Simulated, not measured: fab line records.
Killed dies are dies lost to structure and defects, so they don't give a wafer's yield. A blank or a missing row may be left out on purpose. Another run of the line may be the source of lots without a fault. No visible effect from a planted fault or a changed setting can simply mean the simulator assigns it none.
fab line records / flow berkeleyCmos170
[record] lots = 6 wafers = 18 lastDay = 12
route steps=331 shown GATE@143 PLDD@145 NLDD@158
lots with no fault: from the same line, run without faults
startH: hours from the record's first day to the start of the lot's first wafer shown / waitH: how many hours have passed since the lot's step before this one / " repeats the value in the row above / L1.1+2: several wafers, shown together as one row / - value missing, or start not given / * or withheld: withheld / < > ~ a bound
route shown NAME@n: NAME is a module with steps in the file, n the number in the route of the first one / usual: mean/standard deviation of fault-free wafers / same: alike in all rows / chamber/n: place in a boat / sites: per-site readings / _std_site: standard deviation across them / _edge_site: outer sites' mean less inner sites' / radiusMm: for every site, how far away it sits from the centre of the wafer / mask NAME#n: copy n / behind: the tool/chamber that last shaped the wafer / hold: cause of the lot's hold/its duration in hours/its outcome / device: which transistor (n, p or np) failed to switch / end of line: the same wafers' tests at the end of the route / step lacking rows: just its recipe / killed: dies that structure and defects cost at the first sort, which is not the same as the wafer's yield / map: a wafer's dies, marking killed ones x, the rest . and places with no die _
set.NAME: the run value of the setting; set.NAME@STEP: its run value at that earlier step / model.NAME: the simulator's own value behind a step, which no gauge read
lots at selected steps of the route; one table per step, one row per wafer
services: a tool's chamber out of use, with start hour (startH, from the record's first day; less than 0 if before it), hours out, and reason
[[steps]]
[step UCB170_GATE_CD_MEAS_90]
[recipe] targetCdNm = 350
[usual] cdNm = 349.7/1.3
lot.wafer=L803.2 tool=cdSem-02 chamber=- startH=160.14 waitH=0.1 cdNm=350.7
lot.wafer=L803.4 tool=cdSem-02 chamber=- startH=160.14 waitH=0.1 cdNm=348.8
lot.wafer=L803.5 tool=cdSem-02 chamber=- startH=160.14 waitH=0.1 cdNm=348.5
lot.wafer=L813.1 tool=cdSem-01 chamber=- startH=203.70 waitH=0.1 cdNm=350.5
lot.wafer=L813.4 tool=cdSem-01 chamber=- startH=203.70 waitH=0.1 cdNm=350.0
lot.wafer=L813.6 tool=cdSem-01 chamber=- startH=203.70 waitH=0.1 cdNm=350.7
lot.wafer=L812.3 tool=cdSem-01 chamber=- startH=204.09 waitH=0.1 cdNm=348.6
lot.wafer=L812.4 tool=cdSem-01 chamber=- startH=204.09 waitH=0.1 cdNm=349.0
lot.wafer=L812.6 tool=cdSem-01 chamber=- startH=204.09 waitH=0.1 cdNm=349.8
lot.wafer=L818.1 tool=cdSem-02 chamber=- startH=228.49 waitH=0.1 cdNm=350.2
lot.wafer=L818.3 tool=cdSem-02 chamber=- startH=228.49 waitH=0.1 cdNm=349.7
lot.wafer=L818.4 tool=cdSem-02 chamber=- startH=228.49 waitH=0.1 cdNm=351.2
lot.wafer=L817.2 tool=cdSem-01 chamber=- startH=228.63 waitH=0.1 cdNm=349.1
lot.wafer=L817.5 tool=cdSem-01 chamber=- startH=228.63 waitH=0.1 cdNm=348.4
lot.wafer=L817.6 tool=cdSem-01 chamber=- startH=228.63 waitH=0.1 cdNm=347.7
lot.wafer=L820.3 tool=cdSem-01 chamber=- startH=250.44 waitH=0.8 cdNm=351.8
lot.wafer=L820.5 tool=cdSem-01 chamber=- startH=250.44 waitH=0.8 cdNm=351.1
lot.wafer=L820.6 tool=cdSem-01 chamber=- startH=250.44 waitH=0.8 cdNm=351.7
[step UCB170_GATE_CLEAN_17]
[recipe] chemistry = SPM tempC = 120 timeS = 600
[step UCB170_PLDD_HMDS_00]
[recipe] primeTimeS = 60 primeTempC = 100
[step UCB170_PLDD_COAT_01]
[recipe] resist = KrF spinRpm = 1500 resistThkNm = 900
[step UCB170_PLDD_SOFTBAKE_02]
[recipe] resist = KrF tempC = 130 timeS = 60
[step UCB170_PLDD_EXPOSE_03]
[recipe] maskId = PSELECT na = 0.5 sigmaOuter = 0.6 sourceShape = conventional targetCdNm = 1200 doseMj = 30
[step UCB170_PLDD_PEB_04]
[recipe] pebTempC = 130 pebTimeS = withheld resist = KrF
[step UCB170_PLDD_DEVELOP_05]
[recipe] developer = TMAH developTimeS = 45 resist = KrF devTempC = 21
[step UCB170_PLDD_CD_MEAS_06]
[recipe] targetCdNm = 1200
[usual] cdNm = 1199.5/1.3
lot.wafer=L803.2 tool=cdSem-01 chamber=- startH=161.44 waitH=- cdNm=1200.6
lot.wafer=L803.4 tool=cdSem-01 chamber=- startH=161.44 waitH=- cdNm=1199.0
lot.wafer=L803.5 tool=cdSem-01 chamber=- startH=161.44 waitH=- cdNm=1199.7
lot.wafer=L813.1 tool=cdSem-01 chamber=- startH=206.02 waitH=- cdNm=1198.3
lot.wafer=L813.4 tool=cdSem-01 chamber=- startH=206.02 waitH=- cdNm=1199.6
lot.wafer=L813.6 tool=cdSem-01 chamber=- startH=206.02 waitH=- cdNm=1197.9
lot.wafer=L812.3 tool=cdSem-01 chamber=- startH=206.29 waitH=- cdNm=1199.5
lot.wafer=L812.4 tool=cdSem-01 chamber=- startH=206.29 waitH=- cdNm=1198.4
lot.wafer=L812.6 tool=cdSem-01 chamber=- startH=206.29 waitH=- cdNm=1199.9
lot.wafer=L818.1 tool=cdSem-01 chamber=- startH=230.25 waitH=- cdNm=1197.1
lot.wafer=L818.3 tool=cdSem-01 chamber=- startH=230.25 waitH=- cdNm=1198.3
lot.wafer=L818.4 tool=cdSem-01 chamber=- startH=230.25 waitH=- cdNm=1198.0
lot.wafer=L817.2 tool=cdSem-02 chamber=- startH=230.54 waitH=- cdNm=1200.9
lot.wafer=L817.5 tool=cdSem-02 chamber=- startH=230.54 waitH=- cdNm=1199.8
lot.wafer=L817.6 tool=cdSem-02 chamber=- startH=230.54 waitH=- cdNm=1199.2
lot.wafer=L820.3 tool=cdSem-01 chamber=- startH=252.51 waitH=- cdNm=1198.2
lot.wafer=L820.5 tool=cdSem-01 chamber=- startH=252.51 waitH=- cdNm=1198.3
lot.wafer=L820.6 tool=cdSem-01 chamber=- startH=252.51 waitH=- cdNm=1198.1
[step UCB170_PLDD_OVL_MEAS_07]
[usual] PLDD_OVL = -2/5.2
lot.wafer=L803.2 tool=overlay-01 chamber=- startH=161.54 waitH=0.1 PLDD_OVL[nm]=1
lot.wafer=L803.4 tool=overlay-01 chamber=- startH=161.54 waitH=0.1 PLDD_OVL[nm]=4
lot.wafer=L803.5 tool=overlay-01 chamber=- startH=161.54 waitH=0.1 PLDD_OVL[nm]=3
lot.wafer=L813.1 tool=overlay-02 chamber=- startH=206.14 waitH=0.1 PLDD_OVL[nm]=-3
lot.wafer=L813.4 tool=overlay-02 chamber=- startH=206.14 waitH=0.1 PLDD_OVL[nm]=-9
lot.wafer=L813.6 tool=overlay-02 chamber=- startH=206.14 waitH=0.1 PLDD_OVL[nm]=-5
lot.wafer=L812.3 tool=overlay-01 chamber=- startH=206.38 waitH=0.1 PLDD_OVL[nm]=0
lot.wafer=L812.4 tool=overlay-01 chamber=- startH=206.38 waitH=0.1 PLDD_OVL[nm]=0
lot.wafer=L812.6 tool=overlay-01 chamber=- startH=206.38 waitH=0.1 PLDD_OVL[nm]=3
lot.wafer=L818.1 tool=overlay-01 chamber=- startH=230.37 waitH=0.1 PLDD_OVL[nm]=-5
lot.wafer=L818.3 tool=overlay-01 chamber=- startH=230.37 waitH=0.1 PLDD_OVL[nm]=3
lot.wafer=L818.4 tool=overlay-01 chamber=- startH=230.37 waitH=0.1 PLDD_OVL[nm]=-3
lot.wafer=L817.2 tool=overlay-01 chamber=- startH=230.65 waitH=0.1 PLDD_OVL[nm]=3
lot.wafer=L817.5 tool=overlay-01 chamber=- startH=230.65 waitH=0.1 PLDD_OVL[nm]=4
lot.wafer=L817.6 tool=overlay-01 chamber=- startH=230.65 waitH=0.1 PLDD_OVL[nm]=1
lot.wafer=L820.3 tool=overlay-01 chamber=- startH=252.61 waitH=0.1 PLDD_OVL[nm]=-11
lot.wafer=L820.5 tool=overlay-01 chamber=- startH=252.61 waitH=0.1 PLDD_OVL[nm]=-10
lot.wafer=L820.6 tool=overlay-01 chamber=- startH=252.61 waitH=0.1 PLDD_OVL[nm]=-12
[step UCB170_PLDD_IMPLANT_08]
[recipe] species = BF2 doseCm2 = 5e+13 energyKev = 10 tiltDeg = 7 rotationDeg = 0
[step UCB170_PLDD_IMPLANT_09]
[recipe] species = BF2 doseCm2 = 5e+13 energyKev = 10 tiltDeg = 7 rotationDeg = 180
[step UCB170_PLDD_STRIP_10]
[recipe] chemistry = O2 powerW = 400 pressureMtorr = 3500 platenTempC = withheld o2FlowSccm = 400 overashFraction = 0.5
[usual] chamberPressureMTorr = 3499.9/2.9 drypumpMotorCurrentA = 6.1/0.54 oesProductAu = 0.734/0.0046 stripTimeToEndpointS = 21.66/0.072
lot.wafer=L803.2 tool=plasmaAsher-04 chamber=1 startH=161.87 waitH=0.1 chamberPressureMTorr=3502.1 drypumpMotorCurrentA=6.6 oesProductAu=0.735 rfHoursCounterH=48 stripTimeToEndpointS=21.62 model.KrF_of_PLDD_COAT_01.thkNm=0
lot.wafer=L803.4 tool=plasmaAsher-04 chamber=1 startH=161.87 waitH=0.1 chamberPressureMTorr=3500.4 drypumpMotorCurrentA=6.6 oesProductAu=0.734 rfHoursCounterH=- stripTimeToEndpointS=21.64 model.KrF_of_PLDD_COAT_01.thkNm=0
lot.wafer=L803.5 tool=plasmaAsher-04 chamber=1 startH=161.87 waitH=0.1 chamberPressureMTorr=3502.8 drypumpMotorCurrentA=6.6 oesProductAu=0.729 rfHoursCounterH=- stripTimeToEndpointS=21.62 model.KrF_of_PLDD_COAT_01.thkNm=0
lot.wafer=L813.1 tool=plasmaAsher-02 chamber=1 startH=206.48 waitH=0.1 chamberPressureMTorr=- drypumpMotorCurrentA=- oesProductAu=- rfHoursCounterH=- stripTimeToEndpointS=- model.KrF_of_PLDD_COAT_01.thkNm=889.6
lot.wafer=L813.4 tool=plasmaAsher-02 chamber=0 startH=206.48 waitH=0.1 chamberPressureMTorr=- drypumpMotorCurrentA=- oesProductAu=- rfHoursCounterH=- stripTimeToEndpointS=- model.KrF_of_PLDD_COAT_01.thkNm=886.8
lot.wafer=L813.6 tool=plasmaAsher-02 chamber=0 startH=206.48 waitH=0.1 chamberPressureMTorr=- drypumpMotorCurrentA=- oesProductAu=- rfHoursCounterH=- stripTimeToEndpointS=- model.KrF_of_PLDD_COAT_01.thkNm=888.5
lot.wafer=L812.3 tool=plasmaAsher-03 chamber=1 startH=206.74 waitH=0.1 chamberPressureMTorr=- drypumpMotorCurrentA=- oesProductAu=- rfHoursCounterH=- stripTimeToEndpointS=- model.KrF_of_PLDD_COAT_01.thkNm=889.2
lot.wafer=L812.4 tool=plasmaAsher-03 chamber=0 startH=206.74 waitH=0.1 chamberPressureMTorr=- drypumpMotorCurrentA=- oesProductAu=- rfHoursCounterH=- stripTimeToEndpointS=- model.KrF_of_PLDD_COAT_01.thkNm=889.7
lot.wafer=L812.6 tool=plasmaAsher-03 chamber=0 startH=206.74 waitH=0.1 chamberPressureMTorr=- drypumpMotorCurrentA=- oesProductAu=- rfHoursCounterH=- stripTimeToEndpointS=- model.KrF_of_PLDD_COAT_01.thkNm=888.1
lot.wafer=L818.1 tool=plasmaAsher-02 chamber=0 startH=230.70 waitH=0.1 chamberPressureMTorr=3495.9 drypumpMotorCurrentA=5.6 oesProductAu=0.728 rfHoursCounterH=10 stripTimeToEndpointS=21.63 model.KrF_of_PLDD_COAT_01.thkNm=0
lot.wafer=L818.3 tool=plasmaAsher-02 chamber=1 startH=230.70 waitH=0.1 chamberPressureMTorr=3496.5 drypumpMotorCurrentA=6.4 oesProductAu=0.735 rfHoursCounterH=- stripTimeToEndpointS=21.62 model.KrF_of_PLDD_COAT_01.thkNm=0
lot.wafer=L818.4 tool=plasmaAsher-02 chamber=0 startH=230.70 waitH=0.1 chamberPressureMTorr=3496.9 drypumpMotorCurrentA=5.6 oesProductAu=0.729 rfHoursCounterH=- stripTimeToEndpointS=21.59 model.KrF_of_PLDD_COAT_01.thkNm=0
lot.wafer=L817.2 tool=plasmaAsher-04 chamber=0 startH=230.98 waitH=0.1 chamberPressureMTorr=3502.8 drypumpMotorCurrentA=6.5 oesProductAu=0.737 rfHoursCounterH=56 stripTimeToEndpointS=21.68 model.KrF_of_PLDD_COAT_01.thkNm=0
lot.wafer=L817.5 tool=plasmaAsher-04 chamber=0 startH=230.98 waitH=0.1 chamberPressureMTorr=3497.6 drypumpMotorCurrentA=6.6 oesProductAu=0.733 rfHoursCounterH=- stripTimeToEndpointS=21.74 model.KrF_of_PLDD_COAT_01.thkNm=0
lot.wafer=L817.6 tool=plasmaAsher-04 chamber=1 startH=230.98 waitH=0.1 chamberPressureMTorr=3498.4 drypumpMotorCurrentA=6.5 oesProductAu=0.732 rfHoursCounterH=- stripTimeToEndpointS=21.71 model.KrF_of_PLDD_COAT_01.thkNm=0
lot.wafer=L820.3 tool=plasmaAsher-03 chamber=0 startH=252.96 waitH=0.1 chamberPressureMTorr=3504.1 drypumpMotorCurrentA=5.1 oesProductAu=0.742 rfHoursCounterH=- stripTimeToEndpointS=21.61 model.KrF_of_PLDD_COAT_01.thkNm=0
lot.wafer=L820.5 tool=plasmaAsher-03 chamber=1 startH=252.96 waitH=0.1 chamberPressureMTorr=3498.1 drypumpMotorCurrentA=5.7 oesProductAu=0.732 rfHoursCounterH=- stripTimeToEndpointS=21.68 model.KrF_of_PLDD_COAT_01.thkNm=0
lot.wafer=L820.6 tool=plasmaAsher-03 chamber=0 startH=252.96 waitH=0.1 chamberPressureMTorr=3496.7 drypumpMotorCurrentA=5.1 oesProductAu=0.741 rfHoursCounterH=- stripTimeToEndpointS=21.57 model.KrF_of_PLDD_COAT_01.thkNm=0
[step UCB170_PLDD_TW_MEAS_11]
[usual] PLDD_TW = 1006/7.2
lot.wafer=L803.2 tool=filmMetro-02 chamber=- startH=161.98 waitH=0.1 PLDD_TW=1002
lot.wafer=L803.4 tool=filmMetro-02 chamber=- startH=161.98 waitH=0.1 PLDD_TW=991
lot.wafer=L803.5 tool=filmMetro-02 chamber=- startH=161.98 waitH=0.1 PLDD_TW=995
lot.wafer=L813.1 tool=filmMetro-03 chamber=- startH=206.58 waitH=0.1 PLDD_TW=1012
lot.wafer=L813.4 tool=filmMetro-03 chamber=- startH=206.58 waitH=0.1 PLDD_TW=1005
lot.wafer=L813.6 tool=filmMetro-03 chamber=- startH=206.58 waitH=0.1 PLDD_TW=1013
lot.wafer=L812.3 tool=filmMetro-02 chamber=- startH=206.82 waitH=0.1 PLDD_TW=995
lot.wafer=L812.4 tool=filmMetro-02 chamber=- startH=206.82 waitH=0.1 PLDD_TW=997
lot.wafer=L812.6 tool=filmMetro-02 chamber=- startH=206.82 waitH=0.1 PLDD_TW=994
lot.wafer=L818.1 tool=filmMetro-03 chamber=- startH=230.80 waitH=0.1 PLDD_TW=1012
lot.wafer=L818.3 tool=filmMetro-03 chamber=- startH=230.80 waitH=0.1 PLDD_TW=1007
lot.wafer=L818.4 tool=filmMetro-03 chamber=- startH=230.80 waitH=0.1 PLDD_TW=1009
lot.wafer=L817.2 tool=filmMetro-01 chamber=- startH=231.09 waitH=0.1 PLDD_TW=1002
lot.wafer=L817.5 tool=filmMetro-01 chamber=- startH=231.09 waitH=0.1 PLDD_TW=998
lot.wafer=L817.6 tool=filmMetro-01 chamber=- startH=231.09 waitH=0.1 PLDD_TW=1001
lot.wafer=L820.3 tool=filmMetro-01 chamber=- startH=253.05 waitH=0.1 PLDD_TW=1006
lot.wafer=L820.5 tool=filmMetro-01 chamber=- startH=253.05 waitH=0.1 PLDD_TW=1010
lot.wafer=L820.6 tool=filmMetro-01 chamber=- startH=253.05 waitH=0.1 PLDD_TW=1015
[step UCB170_PLDD_CLEAN_12]
[recipe] chemistry = SPM tempC = 120 timeS = 600
[step UCB170_NLDD_HMDS_00]
[recipe] primeTimeS = 60 primeTempC = 100
[step UCB170_NLDD_COAT_01]
[recipe] resist = KrF spinRpm = 1500 resistThkNm = 900
[step UCB170_NLDD_SOFTBAKE_02]
[recipe] resist = KrF tempC = 130 timeS = 60
[step UCB170_NLDD_EXPOSE_03]
[recipe] maskId = NSELECT na = 0.5 sigmaOuter = 0.6 sourceShape = conventional targetCdNm = 1200 doseMj = 30
[step UCB170_NLDD_PEB_04]
[recipe] pebTempC = 130 pebTimeS = withheld resist = KrF
[step UCB170_NLDD_DEVELOP_05]
[recipe] developer = TMAH developTimeS = 45 resist = KrF devTempC = 21
[step UCB170_NLDD_CD_MEAS_06]
[recipe] targetCdNm = 1200
[usual] cdNm = 1199.6/1.7
lot.wafer=L803.2 tool=cdSem-01 chamber=- startH=163.32 waitH=- cdNm=1194.4
lot.wafer=L803.4 tool=cdSem-01 chamber=- startH=163.32 waitH=- cdNm=1197.4
lot.wafer=L803.5 tool=cdSem-01 chamber=- startH=163.32 waitH=- cdNm=1195.0
lot.wafer=L813.1 tool=cdSem-02 chamber=- startH=207.94 waitH=- cdNm=1199.5
lot.wafer=L813.4 tool=cdSem-02 chamber=- startH=207.94 waitH=- cdNm=1199.1
lot.wafer=L813.6 tool=cdSem-02 chamber=- startH=207.94 waitH=- cdNm=1200.5
lot.wafer=L812.3 tool=cdSem-01 chamber=- startH=208.25 waitH=- cdNm=1198.6
lot.wafer=L812.4 tool=cdSem-01 chamber=- startH=208.25 waitH=- cdNm=1198.5
lot.wafer=L812.6 tool=cdSem-01 chamber=- startH=208.25 waitH=- cdNm=1198.7
lot.wafer=L818.1 tool=cdSem-02 chamber=- startH=232.15 waitH=- cdNm=1197.0
lot.wafer=L818.3 tool=cdSem-02 chamber=- startH=232.15 waitH=- cdNm=1198.1
lot.wafer=L818.4 tool=cdSem-02 chamber=- startH=232.15 waitH=- cdNm=1198.1
lot.wafer=L817.2 tool=cdSem-02 chamber=- startH=232.52 waitH=- cdNm=1200.3
lot.wafer=L817.5 tool=cdSem-02 chamber=- startH=232.52 waitH=- cdNm=1199.8
lot.wafer=L817.6 tool=cdSem-02 chamber=- startH=232.52 waitH=- cdNm=1198.9
lot.wafer=L820.3 tool=cdSem-01 chamber=- startH=254.27 waitH=- cdNm=1197.5
lot.wafer=L820.5 tool=cdSem-01 chamber=- startH=254.27 waitH=- cdNm=1198.8
lot.wafer=L820.6 tool=cdSem-01 chamber=- startH=254.27 waitH=- cdNm=1199.2
[step UCB170_NLDD_OVL_MEAS_07]
[usual] NLDD_OVL = 1/6.3
lot.wafer=L803.2 tool=overlay-01 chamber=- startH=163.43 waitH=0.1 NLDD_OVL[nm]=-4
lot.wafer=L803.4 tool=overlay-01 chamber=- startH=163.43 waitH=0.1 NLDD_OVL[nm]=2
lot.wafer=L803.5 tool=overlay-01 chamber=- startH=163.43 waitH=0.1 NLDD_OVL[nm]=9
lot.wafer=L813.1 tool=overlay-02 chamber=- startH=208.06 waitH=0.1 NLDD_OVL[nm]=0
lot.wafer=L813.4 tool=overlay-02 chamber=- startH=208.06 waitH=0.1 NLDD_OVL[nm]=13
lot.wafer=L813.6 tool=overlay-02 chamber=- startH=208.06 waitH=0.1 NLDD_OVL[nm]=17
lot.wafer=L812.3 tool=overlay-01 chamber=- startH=208.35 waitH=0.1 NLDD_OVL[nm]=3
lot.wafer=L812.4 tool=overlay-01 chamber=- startH=208.35 waitH=0.1 NLDD_OVL[nm]=-2
lot.wafer=L812.6 tool=overlay-01 chamber=- startH=208.35 waitH=0.1 NLDD_OVL[nm]=7
lot.wafer=L818.1 tool=overlay-02 chamber=- startH=232.27 waitH=0.1 NLDD_OVL[nm]=17
lot.wafer=L818.3 tool=overlay-02 chamber=- startH=232.27 waitH=0.1 NLDD_OVL[nm]=16
lot.wafer=L818.4 tool=overlay-02 chamber=- startH=232.27 waitH=0.1 NLDD_OVL[nm]=12
lot.wafer=L817.2 tool=overlay-02 chamber=- startH=232.63 waitH=0.1 NLDD_OVL[nm]=1
lot.wafer=L817.5 tool=overlay-02 chamber=- startH=232.63 waitH=0.1 NLDD_OVL[nm]=7
lot.wafer=L817.6 tool=overlay-02 chamber=- startH=232.63 waitH=0.1 NLDD_OVL[nm]=1
lot.wafer=L820.3 tool=overlay-02 chamber=- startH=254.37 waitH=0.1 NLDD_OVL[nm]=-7
lot.wafer=L820.5 tool=overlay-02 chamber=- startH=254.37 waitH=0.1 NLDD_OVL[nm]=-4
lot.wafer=L820.6 tool=overlay-02 chamber=- startH=254.37 waitH=0.1 NLDD_OVL[nm]=-5
[step UCB170_NLDD_IMPLANT_08]
[recipe] species = As doseCm2 = 5e+13 energyKev = 30 tiltDeg = 7 rotationDeg = 0
[step UCB170_NLDD_IMPLANT_09]
[recipe] species = As doseCm2 = 5e+13 energyKev = 30 tiltDeg = 7 rotationDeg = 180
[step UCB170_NLDD_STRIP_10]
[recipe] chemistry = O2 powerW = 400 pressureMtorr = 3500 platenTempC = withheld o2FlowSccm = 400 overashFraction = 0.5
[usual] chamberPressureMTorr = 3500.0/2.8 drypumpMotorCurrentA = 6.1/0.64 oesProductAu = 0.735/0.0046 stripTimeToEndpointS = 21.64/0.065
lot.wafer=L803.2 tool=plasmaAsher-02 chamber=0 startH=163.76 waitH=0.1 chamberPressureMTorr=3500.0 drypumpMotorCurrentA=5.6 oesProductAu=0.739 rfHoursCounterH=3 stripTimeToEndpointS=21.74
lot.wafer=L803.4 tool=plasmaAsher-02 chamber=0 startH=163.76 waitH=0.1 chamberPressureMTorr=3501.2 drypumpMotorCurrentA=5.5 oesProductAu=0.730 rfHoursCounterH=- stripTimeToEndpointS=21.62
lot.wafer=L803.5 tool=plasmaAsher-02 chamber=0 startH=163.76 waitH=0.1 chamberPressureMTorr=3494.6 drypumpMotorCurrentA=5.6 oesProductAu=0.740 rfHoursCounterH=- stripTimeToEndpointS=21.68
lot.wafer=L813.1 tool=plasmaAsher-04 chamber=0 startH=208.39 waitH=0.1 chamberPressureMTorr=3503.3 drypumpMotorCurrentA=6.5 oesProductAu=0.738 rfHoursCounterH=53 stripTimeToEndpointS=47.98
lot.wafer=L813.4 tool=plasmaAsher-04 chamber=0 startH=208.39 waitH=0.1 chamberPressureMTorr=3500.5 drypumpMotorCurrentA=6.5 oesProductAu=0.742 rfHoursCounterH=- stripTimeToEndpointS=47.94
lot.wafer=L813.6 tool=plasmaAsher-04 chamber=1 startH=208.39 waitH=0.1 chamberPressureMTorr=3499.6 drypumpMotorCurrentA=6.5 oesProductAu=0.746 rfHoursCounterH=- stripTimeToEndpointS=47.91
lot.wafer=L812.3 tool=plasmaAsher-01 chamber=0 startH=208.70 waitH=0.1 chamberPressureMTorr=3496.2 drypumpMotorCurrentA=5.9 oesProductAu=0.740 rfHoursCounterH=- stripTimeToEndpointS=48.06
lot.wafer=L812.4 tool=plasmaAsher-01 chamber=1 startH=208.70 waitH=0.1 chamberPressureMTorr=3499.3 drypumpMotorCurrentA=4.7 oesProductAu=0.739 rfHoursCounterH=- stripTimeToEndpointS=48.02
lot.wafer=L812.6 tool=plasmaAsher-01 chamber=1 startH=208.70 waitH=0.1 chamberPressureMTorr=3502.2 drypumpMotorCurrentA=4.6 oesProductAu=0.739 rfHoursCounterH=- stripTimeToEndpointS=47.92
lot.wafer=L818.1 tool=plasmaAsher-02 chamber=1 startH=232.60 waitH=0.1 chamberPressureMTorr=3503.6 drypumpMotorCurrentA=6.5 oesProductAu=0.734 rfHoursCounterH=10 stripTimeToEndpointS=21.56
lot.wafer=L818.3 tool=plasmaAsher-02 chamber=1 startH=232.60 waitH=0.1 chamberPressureMTorr=3502.0 drypumpMotorCurrentA=6.5 oesProductAu=0.740 rfHoursCounterH=- stripTimeToEndpointS=21.51
lot.wafer=L818.4 tool=plasmaAsher-02 chamber=0 startH=232.60 waitH=0.1 chamberPressureMTorr=3502.8 drypumpMotorCurrentA=5.6 oesProductAu=0.735 rfHoursCounterH=- stripTimeToEndpointS=21.54
lot.wafer=L817.2 tool=plasmaAsher-02 chamber=0 startH=232.96 waitH=0.1 chamberPressureMTorr=3499.4 drypumpMotorCurrentA=5.6 oesProductAu=0.737 rfHoursCounterH=10 stripTimeToEndpointS=21.56
lot.wafer=L817.5 tool=plasmaAsher-02 chamber=1 startH=232.96 waitH=0.1 chamberPressureMTorr=3499.0 drypumpMotorCurrentA=6.5 oesProductAu=0.725 rfHoursCounterH=- stripTimeToEndpointS=21.56
lot.wafer=L817.6 tool=plasmaAsher-02 chamber=0 startH=232.96 waitH=0.1 chamberPressureMTorr=3502.2 drypumpMotorCurrentA=5.6 oesProductAu=0.730 rfHoursCounterH=- stripTimeToEndpointS=21.63
lot.wafer=L820.3 tool=plasmaAsher-04 chamber=1 startH=254.72 waitH=0.1 chamberPressureMTorr=3496.7 drypumpMotorCurrentA=6.5 oesProductAu=0.730 rfHoursCounterH=- stripTimeToEndpointS=21.77
lot.wafer=L820.5 tool=plasmaAsher-04 chamber=1 startH=254.72 waitH=0.1 chamberPressureMTorr=3499.2 drypumpMotorCurrentA=6.5 oesProductAu=0.740 rfHoursCounterH=- stripTimeToEndpointS=21.74
lot.wafer=L820.6 tool=plasmaAsher-04 chamber=0 startH=254.72 waitH=0.1 chamberPressureMTorr=3499.1 drypumpMotorCurrentA=6.6 oesProductAu=0.736 rfHoursCounterH=- stripTimeToEndpointS=21.73
[step UCB170_NLDD_TW_MEAS_11]
[usual] NLDD_TW = 2201/18
lot.wafer=L803.2 tool=filmMetro-02 chamber=- startH=163.87 waitH=0.1 hold=- NLDD_TW=2182
lot.wafer=L803.4 tool=filmMetro-02 chamber=- startH=163.87 waitH=0.1 hold=- NLDD_TW=2181
lot.wafer=L803.5 tool=filmMetro-02 chamber=- startH=163.87 waitH=0.1 hold=- NLDD_TW=2183
lot.wafer=L813.1 tool=filmMetro-01 chamber=- startH=208.49 waitH=0.1 hold=awaitDispo/0.2h/release NLDD_TW=30
lot.wafer=L813.4 tool=filmMetro-01 chamber=- startH=208.49 waitH=0.1 hold=awaitDispo/0.2h/release NLDD_TW=30
lot.wafer=L813.6 tool=filmMetro-01 chamber=- startH=208.49 waitH=0.1 hold=awaitDispo/0.2h/release NLDD_TW=30
lot.wafer=L813.1 tool=filmMetro-01 chamber=- startH=208.72 waitH=0.2 hold=- NLDD_TW=30
lot.wafer=L813.4 tool=filmMetro-01 chamber=- startH=208.72 waitH=0.2 hold=- NLDD_TW=30
lot.wafer=L813.6 tool=filmMetro-01 chamber=- startH=208.72 waitH=0.2 hold=- NLDD_TW=30
lot.wafer=L812.3 tool=filmMetro-03 chamber=- startH=208.79 waitH=0.1 hold=awaitDispo/0.2h/release NLDD_TW=30
lot.wafer=L812.4 tool=filmMetro-03 chamber=- startH=208.79 waitH=0.1 hold=awaitDispo/0.2h/release NLDD_TW=30
lot.wafer=L812.6 tool=filmMetro-03 chamber=- startH=208.79 waitH=0.1 hold=awaitDispo/0.2h/release NLDD_TW=30
lot.wafer=L812.3 tool=filmMetro-03 chamber=- startH=209.02 waitH=0.2 hold=- NLDD_TW=30
lot.wafer=L812.4 tool=filmMetro-03 chamber=- startH=209.02 waitH=0.2 hold=- NLDD_TW=30
lot.wafer=L812.6 tool=filmMetro-03 chamber=- startH=209.02 waitH=0.2 hold=- NLDD_TW=30
lot.wafer=L818.1 tool=filmMetro-01 chamber=- startH=232.70 waitH=0.1 hold=- NLDD_TW=2195
lot.wafer=L818.3 tool=filmMetro-01 chamber=- startH=232.70 waitH=0.1 hold=- NLDD_TW=2198
lot.wafer=L818.4 tool=filmMetro-01 chamber=- startH=232.70 waitH=0.1 hold=- NLDD_TW=2199
lot.wafer=L817.2 tool=filmMetro-03 chamber=- startH=233.07 waitH=0.1 hold=- NLDD_TW=2207
lot.wafer=L817.5 tool=filmMetro-03 chamber=- startH=233.07 waitH=0.1 hold=- NLDD_TW=2220
lot.wafer=L817.6 tool=filmMetro-03 chamber=- startH=233.07 waitH=0.1 hold=- NLDD_TW=2214
lot.wafer=L820.3 tool=filmMetro-02 chamber=- startH=254.81 waitH=0.1 hold=- NLDD_TW=2186
lot.wafer=L820.5 tool=filmMetro-02 chamber=- startH=254.81 waitH=0.1 hold=- NLDD_TW=2177
lot.wafer=L820.6 tool=filmMetro-02 chamber=- startH=254.81 waitH=0.1 hold=- NLDD_TW=2179
[[services]]
tool=plasmaAsher-04 chamber=- startH=142.12 hours=0.9 kind=repair
tool=plasmaAsher-02 chamber=- startH=149.18 hours=1.8 kind=repair
tool=plasmaAsher-01 chamber=- startH=186.42 hours=2.8 kind=pm
[[key]]
[firstSign] step = UCB170_PLDD_STRIP_10 reading = toolRecord direction = missing
[effect] step = UCB170_NLDD_STRIP_10 reading = stripTimeToEndpointS direction = up sigmas = 99+ usual = * struck = *
[effect] step = UCB170_NLDD_TW_MEAS_11 reading = visit direction = added
[effect] step = UCB170_NLDD_TW_MEAS_11 reading = NLDD_TW direction = down sigmas = 99+ usual = 2201 struck = 30
[modelEffect] step = UCB170_PLDD_STRIP_10 value = KrF_of_PLDD_COAT_01.thkNm without = 0 struck = 888.7
metAt UCB170_PLDD_STRIP_10
struckWafers L812.3,L812.4,L812.6,L813.1,L813.4,L813.6
scrappedBehind UCB170_NLDD_TW_MEAS_11 L812.3,L812.4,L812.6,L813.1,L813.4,L813.6
[fault] kind = skippedStepWhole tool = plasmaAsher-02,plasmaAsher-03 chamber = - onsetH = 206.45 steps = UCB170_PLDD_STRIP_10 scope = struckLotsOnly
